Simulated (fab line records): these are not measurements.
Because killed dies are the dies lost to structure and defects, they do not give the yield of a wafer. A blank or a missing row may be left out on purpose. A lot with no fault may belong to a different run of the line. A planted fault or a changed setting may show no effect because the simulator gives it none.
Which tool was responsible? / flow ritCmos / Sampling: 15 lots, 45 wafers, 2 of 202 route steps

WHAT THE GAUGES SHOWED, per wafer
No reading from a measuring or inspecting step in the record can be judged against a usual standard deviation.

WHAT TOOL EACH LOT RAN ON (gives the tool, then ch and the chambers of the sampled wafers, and finally the start)
lot=L588; RIT_NRETRO_IMPLANT_08=implanter-04 ch 0, day 2 09:32; RIT_M1_PROBE_99=prober-01, day 3 12:57
lot=L590; RIT_NRETRO_IMPLANT_08=implanter-02 ch 0, day 2 16:57; RIT_M1_PROBE_99=prober-01, day 4 01:43
lot=L591; RIT_NRETRO_IMPLANT_08=implanter-03 ch 0, day 2 21:39; RIT_M1_PROBE_99=prober-02, day 4 01:40
lot=L593; RIT_NRETRO_IMPLANT_08=implanter-02 ch 0, day 3 09:51; RIT_M1_PROBE_99=prober-01, day 4 13:44
lot=L594; RIT_NRETRO_IMPLANT_08=implanter-03 ch 0, day 3 12:40; RIT_M1_PROBE_99=prober-02, day 4 16:49
lot=L596; RIT_NRETRO_IMPLANT_08=implanter-02 ch 0, day 3 22:29; RIT_M1_PROBE_99=prober-02, day 5 03:32
lot=L600; RIT_NRETRO_IMPLANT_08=implanter-04 ch 0, day 4 19:05; RIT_M1_PROBE_99=prober-02, day 6 00:08
lot=L601; RIT_NRETRO_IMPLANT_08=implanter-04 ch 0, day 4 23:19; RIT_M1_PROBE_99=prober-01, day 6 03:40
lot=L602; RIT_NRETRO_IMPLANT_08=implanter-04 ch 0, day 5 03:29; RIT_M1_PROBE_99=prober-02, day 6 09:48
lot=L603; RIT_NRETRO_IMPLANT_08=implanter-04 ch 0, day 5 09:56; RIT_M1_PROBE_99=prober-01, day 6 12:49
lot=L604; RIT_NRETRO_IMPLANT_08=implanter-02 ch 0, day 5 13:15; RIT_M1_PROBE_99=prober-02, day 6 17:58
lot=L605; RIT_NRETRO_IMPLANT_08=implanter-02 ch 0, day 5 18:02; RIT_M1_PROBE_99=prober-01, day 6 20:55
lot=L607; RIT_NRETRO_IMPLANT_08=implanter-02 ch 0, day 6 04:43; RIT_M1_PROBE_99=prober-01, day 7 10:53
lot=L609; RIT_NRETRO_IMPLANT_08=implanter-02 ch 0, day 6 15:01; RIT_M1_PROBE_99=prober-01, day 7 18:07
lot=L610; RIT_NRETRO_IMPLANT_08=implanter-03 ch 0, day 6 19:35; RIT_M1_PROBE_99=prober-02, day 7 23:55
- RIT_NRETRO_IMPLANT_08
- RIT_M1_PROBE_99

WHAT THE TOOLS THEMSELVES READ (means of the sampled wafers that have a number; where no wafer has one, the mark that the record gives instead)
RIT_NRETRO_IMPLANT_08.
lot=L588 tool=implanter-04 beamEnergyKeV=70.023
lot=L590 tool=implanter-02 beamEnergyKeV=70.005
lot=L591 tool=implanter-03 beamEnergyKeV=70.002
lot=L593 tool=implanter-02 beamEnergyKeV=70.006
lot=L594 tool=implanter-03 beamEnergyKeV=70.003
lot=L596 tool=implanter-02 beamEnergyKeV=70.024
lot=L600 tool=implanter-04 beamEnergyKeV=70.022
lot=L601 tool=implanter-04 beamEnergyKeV=71.492
lot=L602 tool=implanter-04 beamEnergyKeV=71.507
lot=L603 tool=implanter-04 beamEnergyKeV=71.523
lot=L604 tool=implanter-02 beamEnergyKeV=69.989
lot=L605 tool=implanter-02 beamEnergyKeV=70.015
lot=L607 tool=implanter-02 beamEnergyKeV=69.999
lot=L609 tool=implanter-02 beamEnergyKeV=70.015
lot=L610 tool=implanter-03 beamEnergyKeV=70.020

RIT_M1_PROBE_99.
lot=L588 tool=prober-01 killed_at_M0_to_M3=0.0 killedAtContacts=0.0 killedAtFrontEnd=4 killedDies=4 killedOnRim=1.3 killedOpen=2.0 killedShort=2.3
lot=L590 tool=prober-01 killed_at_M0_to_M3=0.0 killedAtContacts=0.0 killedAtFrontEnd=12 killedDies=12 killedOnRim=2.7 killedOpen=5.7 killedShort=5.7
lot=L591 tool=prober-02 killed_at_M0_to_M3=0.0 killedAtContacts=0.3 killedAtFrontEnd=4 killedDies=5 killedOnRim=1.7 killedOpen=1.7 killedShort=3.0
lot=L593 tool=prober-01 killed_at_M0_to_M3=0.0 killedAtContacts=0.0 killedAtFrontEnd=6 killedDies=6 killedOnRim=2.3 killedOpen=3.3 killedShort=2.7
lot=L594 tool=prober-02 killed_at_M0_to_M3=0.0 killedAtContacts=0.0 killedAtFrontEnd=4 killedDies=4 killedOnRim=1.3 killedOpen=1.7 killedShort=2.3
lot=L596 tool=prober-02 killed_at_M0_to_M3=0.0 killedAtContacts=0.0 killedAtFrontEnd=11 killedDies=11 killedOnRim=2.0 killedOpen=6.7 killedShort=4.0
lot=L600 tool=prober-02 killed_at_M0_to_M3=0.0 killedAtContacts=0.0 killedAtFrontEnd=7 killedDies=7 killedOnRim=1.3 killedOpen=3.7 killedShort=3.3
lot=L601 tool=prober-01 killed_at_M0_to_M3=0.0 killedAtContacts=0.0 killedAtFrontEnd=7 killedDies=7 killedOnRim=1.3 killedOpen=2.3 killedShort=4.7
lot=L602 tool=prober-02 killed_at_M0_to_M3=0.0 killedAtContacts=0.0 killedAtFrontEnd=8 killedDies=8 killedOnRim=3.0 killedOpen=4.7 killedShort=3.3
lot=L603 tool=prober-01 killed_at_M0_to_M3=0.0 killedAtContacts=0.0 killedAtFrontEnd=6 killedDies=6 killedOnRim=2.7 killedOpen=3.3 killedShort=2.7
lot=L604 tool=prober-02 killed_at_M0_to_M3=0.0 killedAtContacts=0.0 killedAtFrontEnd=5 killedDies=5 killedOnRim=1.7 killedOpen=2.3 killedShort=2.3
lot=L605 tool=prober-01 killed_at_M0_to_M3=0.0 killedAtContacts=0.0 killedAtFrontEnd=6 killedDies=6 killedOnRim=1.3 killedOpen=4.0 killedShort=2.3
lot=L607 tool=prober-01 killed_at_M0_to_M3=0.0 killedAtContacts=0.0 killedAtFrontEnd=8 killedDies=8 killedOnRim=2.3 killedOpen=4.7 killedShort=3.7
lot=L609 tool=prober-01 killed_at_M0_to_M3=0.3 killedAtContacts=0.7 killedAtFrontEnd=8 killedDies=9 killedOnRim=2.7 killedOpen=5.7 killedShort=3.0
lot=L610 tool=prober-02 killed_at_M0_to_M3=0.0 killedAtContacts=0.3 killedAtFrontEnd=5 killedDies=5 killedOnRim=0.7 killedOpen=2.7 killedShort=2.3

THE ANSWER, worked out from the rows above alone
Rule: the lots themselves supply what counts as usual. Put in order of their means at a reading, lots are off if they are a third of the lots or fewer, leave a main group of 4 or more, and stand apart from it by a gap of 3 or more times the standard deviation of the main group's means; of several such gaps the widest counts. A main group whose means are all the same, to the digits that the tables above print for the reading, isn't used. Also off: a lot with no number at a reading for which 4 or more lots have one. The other lots that the step has rows for count as sound. First the gauges in route order, then the tools' own readings, where a lot's mean is used as printed above. The first step at which some lot is off is used, and at that step the reading that is off furthest; a lot without a number counts as furthest.
Off: L601, L602, L603, at RIT_NRETRO_IMPLANT_08 (beamEnergyKeV). For the main group the mean is 70.010 and the standard deviation 0.011.
A tool fits if, at that step or a process step before it, it ran every lot that is off, and no sound lot after the first of them. One fits: implanter-04 at RIT_NRETRO_IMPLANT_08. A fault onset in the window from L600 (day 4 19:05, its last sound lot) to L601 (day 4 23:19, its first lot off) fits.
The tool's own readings at RIT_NRETRO_IMPLANT_08 bear it out: on the lots that are off they differ by more than 5 times the standard deviation of the sound lots' means. beamEnergyKeV reads 71.507 there against 70.010 on the sound lots.

WHAT THE SIMULATOR PUT IN
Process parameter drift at RIT_NRETRO_IMPLANT_08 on implanter-04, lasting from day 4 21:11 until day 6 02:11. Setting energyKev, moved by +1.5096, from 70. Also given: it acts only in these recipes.
Struck lots among those shown: L601, L602, L603. The rule given above showed the same thing.
